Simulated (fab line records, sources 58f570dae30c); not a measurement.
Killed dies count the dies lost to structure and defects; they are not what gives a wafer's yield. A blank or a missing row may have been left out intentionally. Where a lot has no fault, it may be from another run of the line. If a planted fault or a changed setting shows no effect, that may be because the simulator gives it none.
Which tool is to blame? || flow berkeley cmos170 || Sampling: 7 lots, 21 wafers, 2 of 331 route steps

## WHAT EACH GAUGE READ, for each wafer
UCB170_V1_THK_MEAS_04.
{"lot": "L307", "measured": "day 8 14:17", "on": "film metro-01", "V1_POLISHED_THK (nm)": "999.8 1001.0 997.7"}
{"lot": "L310", "measured": "day 9 07:59", "on": "film metro-01", "V1_POLISHED_THK (nm)": "1000.9 999.5 1000.6"}
{"lot": "L313", "measured": "day 10 09:26", "on": "film metro-01", "V1_POLISHED_THK (nm)": "1001.3 1001.7 999.3"}
{"lot": "L318", "measured": "day 11 12:46", "on": "film metro-01", "V1_POLISHED_THK (nm)": "1000.6 1000.6 1000.5"}
{"lot": "L319", "measured": "day 11 15:28", "on": "film metro-01", "V1_POLISHED_THK (nm)": "999.8 1001.0 1001.5"}
{"lot": "L325", "measured": "day 13 04:06", "on": "film metro-04", "V1_POLISHED_THK (nm)": "1003.1 1001.7 999.9"}
{"lot": "L329", "measured": "day 14 00:38", "on": "film metro-03", "V1_POLISHED_THK (nm)": "1000.6 998.7 1001.3"}

## TOOL THAT RAN EACH LOT (tool first, then ch and the chambers of the sampled wafers, then the start)
{"lot": "L307", "UCB170_SILICIDE_WET_ETCH_05": "wet bench-02 ch 3, day 8 05:11"}
{"lot": "L310", "UCB170_SILICIDE_WET_ETCH_05": "wet bench-04 ch 0, day 8 20:43"}
{"lot": "L313", "UCB170_SILICIDE_WET_ETCH_05": "wet bench-01 ch 1, day 9 23:40"}
{"lot": "L318", "UCB170_SILICIDE_WET_ETCH_05": "wet bench-02 ch 0, day 11 04:15"}
{"lot": "L319", "UCB170_SILICIDE_WET_ETCH_05": "wet bench-01 ch 2, day 11 04:23"}
{"lot": "L325", "UCB170_SILICIDE_WET_ETCH_05": "wet bench-02 ch 1, day 12 19:31"}
{"lot": "L329", "UCB170_SILICIDE_WET_ETCH_05": "wet bench-01 ch 0, day 13 14:31"}
- UCB170_SILICIDE_WET_ETCH_05: etches Ti in SPM, time 45 s.

## THE ANSWER, worked out from the rows above alone
Rule: the lots themselves supply what counts as usual. The widest of any qualifying gaps counts: lots, ordered by their means at a reading, are off when they make up no more than a third of the lots, leave a main group of 4 or more, and stand apart from it by 3 or more times the standard deviation of that group's means. A main group is skipped when, at the precision printed for the reading in the tables above, its means are all equal. Also off: a lot with no number at a reading for which 4 or more lots have one. Any other lot the step has rows for is counted as sound.
No lot is off on any of the readings shown, so nothing can be concluded from this.

## WHAT THE SIMULATOR HAD INSERTED
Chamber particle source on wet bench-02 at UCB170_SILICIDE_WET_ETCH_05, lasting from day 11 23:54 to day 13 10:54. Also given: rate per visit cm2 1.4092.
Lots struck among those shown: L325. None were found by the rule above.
